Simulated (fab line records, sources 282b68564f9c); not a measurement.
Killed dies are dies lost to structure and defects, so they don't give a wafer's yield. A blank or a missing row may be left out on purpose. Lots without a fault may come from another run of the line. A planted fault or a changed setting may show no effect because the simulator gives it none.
Which tool did it? | flow rit_cmos | 15 lots, 45 wafers sampled, at 2 steps of a route of 202

WHAT THE GAUGES READ, wafer by wafer
RIT_ACTIVE_CD_MEAS_90: target cd 1400 nm. Usual: cd_nm 1400.1 nm, standard deviation 2.6.
lot  | measured    | on        | cd_nm (nm)           | flag
L889 | day 1 16:08 | cd_sem-02 | 1395.8 1398.9 1397.8 |
L890 | day 1 20:06 | cd_sem-01 | 1402.4 1404.6 1404.4 |
L892 | day 2 06:12 | cd_sem-02 | 1398.9 1400.0 1403.9 |
L893 | day 2 12:16 | cd_sem-02 | 1399.0 1399.8 1399.6 |
L894 | day 2 18:36 | cd_sem-01 | 1402.5 1402.2 1403.7 |
L898 | day 3 12:38 | cd_sem-01 | 1399.9 1398.7 1400.9 |
L899 | day 3 17:16 | cd_sem-02 | - - -                | OFF
L900 | day 3 22:04 | cd_sem-02 | - - -                | OFF
L901 | day 4 04:34 | cd_sem-02 | - - -                | OFF
L907 | day 5 09:48 | cd_sem-01 | 1401.1 1401.1 1397.8 |
L908 | day 5 14:10 | cd_sem-02 | 1402.3 1403.2 1403.6 |
L909 | day 5 21:26 | cd_sem-02 | 1401.4 1402.0 1400.8 |
L910 | day 6 01:11 | cd_sem-02 | 1399.6 1397.7 1399.8 |
L911 | day 6 05:08 | cd_sem-01 | 1398.4 1397.0 1396.7 |
L912 | day 6 12:11 | cd_sem-02 | 1399.5 1400.3 1398.6 |

WHICH TOOL RAN EACH LOT (tool, then ch and the chambers of the sampled wafers, then the start)
lot  | RIT_ACTIVE_ETCH_13
L889 | rie_diel-01 ch 1,2, day 1 15:48
L890 | rie_diel-04 ch 0,1,3, day 1 19:48
L892 | rie_diel-04 ch 0,1,3, day 2 05:52
L893 | rie_diel-04 ch 2,3, day 2 11:58
L894 | rie_diel-02 ch 0,1,3, day 2 18:16
L898 | rie_diel-01 ch 0,1,3, day 3 12:16
L899 | rie_diel-02 ch 1,2, day 3 16:55
L900 | rie_diel-04 ch 1,2,3, day 3 21:43
L901 | rie_diel-01 ch 0,3, day 4 04:16
L907 | rie_diel-02 ch 0,1,2, day 5 09:29
L908 | rie_diel-02 ch 0,1,3, day 5 13:52
L909 | rie_diel-02 ch 1,2, day 5 21:06
L910 | rie_diel-01 ch 2,3, day 6 00:52
L911 | rie_diel-04 ch 1,2, day 6 04:46
L912 | rie_diel-04 ch 1,2,3, day 6 11:51
- RIT_ACTIVE_ETCH_13: etches Si3N4 in SF6, stops on SiO2, time 210 s, target depth 210 nm.

WHAT THE TOOLS THEMSELVES READ (means of the sampled wafers that have a number; where no wafer has one, the mark that the record gives instead)
RIT_ACTIVE_ETCH_13. Usual: SF6_flow_sccm 200.0 sccm, standard deviation 0.59; chamber_pressure_mTorr 260.04 mTorr, standard deviation 0.27; drypump_motor_current_A 5.7 A, standard deviation 0.52; oes_product_au 0.818 a.u., standard deviation 0.012; throttle_valve_pct 7.48 %, standard deviation 0.065.
lot  | tool        | SF6_flow_sccm (sccm) | chamber_pressure_mTorr (mTorr) | drypump_motor_current_A (A) | oes_product_au (a.u.) | throttle_valve_pct (%) | flag
L889 | rie_diel-01 | 199.9                | 260.06                         | 6.5                         | 0.833                 | 7.42                   |
L890 | rie_diel-04 | 199.4                | 260.21                         | 5.3                         | 0.822                 | 7.48                   |
L892 | rie_diel-04 | 200.1                | 260.07                         | 5.3                         | 0.822                 | 7.47                   |
L893 | rie_diel-04 | 200.0                | 260.14                         | 5.2                         | 0.826                 | 7.52                   |
L894 | rie_diel-02 | 200.1                | 260.28                         | 5.7                         | 0.815                 | 7.50                   |
L898 | rie_diel-01 | 199.8                | 260.08                         | 6.2                         | 0.821                 | 7.45                   |
L899 | rie_diel-02 | -                    | -                              | -                           | -                     | -                      | OFF
L900 | rie_diel-04 | -                    | -                              | -                           | -                     | -                      | OFF
L901 | rie_diel-01 | -                    | -                              | -                           | -                     | -                      | OFF
L907 | rie_diel-02 | 199.7                | 259.91                         | 5.6                         | 0.807                 | 7.49                   |
L908 | rie_diel-02 | 200.3                | 260.15                         | 5.7                         | 0.814                 | 7.50                   |
L909 | rie_diel-02 | 199.9                | 260.06                         | 5.9                         | 0.817                 | 7.53                   |
L910 | rie_diel-01 | 200.1                | 259.92                         | 6.3                         | 0.820                 | 7.39                   |
L911 | rie_diel-04 | 200.6                | 260.24                         | 5.3                         | 0.826                 | 7.50                   |
L912 | rie_diel-04 | 200.1                | 260.30                         | 5.2                         | 0.826                 | 7.50                   |

THE ANSWER, worked out from the rows above alone
Rule: a lot is off if the mean of its wafers that have a number lies more than 3 standard deviations from the usual mean. A lot without any number at a reading at which 4 lots or more have one is off too. The other lots that the step has rows for count as sound. The gauges are gone through in route order, then the tools' own readings, and for those a lot's mean is taken as printed above. The first step at which some lot is off is used, and at that step the reading that is off furthest; a lot without a number counts as furthest.
Off: L899, L900, L901, at RIT_ACTIVE_CD_MEAS_90 (cd_nm). Without a number there: L899, L900, L901.
A tool fits if, at a process step before that reading, it ran every lot that is off, and no sound lot after the first of them. The gauges at RIT_ACTIVE_CD_MEAS_90 aren't tried: what is off there is off at RIT_ACTIVE_ETCH_13 too, on other tools, and a gauge's error can't cause that. None of those tried fits.

WHAT THE SIMULATOR HAD PUT IN
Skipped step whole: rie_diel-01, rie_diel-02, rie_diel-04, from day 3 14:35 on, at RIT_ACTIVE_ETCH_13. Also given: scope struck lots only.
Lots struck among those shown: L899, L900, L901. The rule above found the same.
